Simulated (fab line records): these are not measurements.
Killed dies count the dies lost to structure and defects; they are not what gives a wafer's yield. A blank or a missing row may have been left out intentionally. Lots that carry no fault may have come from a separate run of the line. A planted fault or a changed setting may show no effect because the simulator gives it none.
One fault seen from 2 desks    flow rit_cmos    numbers are kept per desk, each desk with only its own; the story behind them comes last

== AT THE METROLOGY DESK ==
What the gauges read for every lot (on any tool): the sampled wafers with a number, averaged. Marked OUT: a lot whose mean sits more than 4 standard deviations from the usual mean, which makes it out of limits; the brackets give that distance.
Columns: A = CONTACT_TEOS_THK at RIT_CONTACT_THK_MEAS_01, usual 401 nm; B = cd_nm at RIT_CONTACT_CD_MEAS_08, usual 999.8 nm; C = CONTACT_OVL at RIT_CONTACT_OVL_MEAS_09, usual 0.0 nm
lot   first seen here  A    B       C
L193  day 3 18:04      397  999.4   1.2
L195  day 4 07:29      402  996.9   -1.8
L197  day 4 10:09      396  998.8   2.0
L206  day 6 08:43      401  997.3   0.1
L209  day 6 20:10      398  1002.5  1.7
L212  day 7 13:13      405  997.9   -0.7
Result from this desk: across the 6 lots, nothing is out of limits.

== DESK OF THE TOOL OWNER: rie_diel-03 ==
The tool's own readings at RIT_CONTACT_ETCH_11 (etches SiO2 in CHF3/CF4/Ar, stops on TiSi2, target depth 480 nm, time 320 s): means of the sampled wafers that have a number, for each lot that ran on this tool. Marked OUT: a lot whose mean sits more than 4 standard deviations from the usual mean, which makes it out of limits; the brackets give that distance.
Columns: A = cf4_flow_sccm at RIT_CONTACT_ETCH_11, usual 10.000 sccm; B = drypump_motor_current_A at RIT_CONTACT_ETCH_11, usual 5.8 A; C = mfc_ar_sccm at RIT_CONTACT_ETCH_11, usual 100.0 sccm; D = oes_product_au at RIT_CONTACT_ETCH_11, usual 0.990 a.u.; E = rf_fwd_power_W at RIT_CONTACT_ETCH_11, usual 199.6 W; F = throttle_valve_pct at RIT_CONTACT_ETCH_11, usual 8.91 %
lot   first seen here  A       B    C      D      E                        F
L193  day 3 19:25      9.987   6.1  100.2  0.985  200.2                    8.92
L195  day 4 09:05      10.005  6.2  100.0  0.981  299.2 (+99 or more) OUT  8.88
L197  day 4 11:31      10.035  5.3  100.1  0.988  299.9 (+99 or more) OUT  8.78
L212  day 7 14:39      10.001  5.7  100.0  0.980  199.0                    8.87
This desk's verdict: out of limits on L195, L197, starting with L195 at day 4 09:05 (rf_fwd_power_W at RIT_CONTACT_ETCH_11). L193, L212: within limits.

== PUT TOGETHER ==
The tool owner's desk had the chance to raise an alarm at day 4 09:05 on L195, L197.
From the metrology desk's view, nothing was out of limits.
The metrology desk has L195, L197 on record, within its limits.
Of the lots named, all ran RIT_CONTACT_ETCH_11 on rie_diel-03.

== WHAT THE SIMULATOR HAD PUT IN ==
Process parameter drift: rie_diel-03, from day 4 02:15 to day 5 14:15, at RIT_CONTACT_ETCH_11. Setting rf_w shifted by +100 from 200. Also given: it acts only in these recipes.
Struck lots among those shown: L195, L197.
How many hours passed from the start of the fault until each desk's first out-of-limits reading: the tool owner's desk, 7.
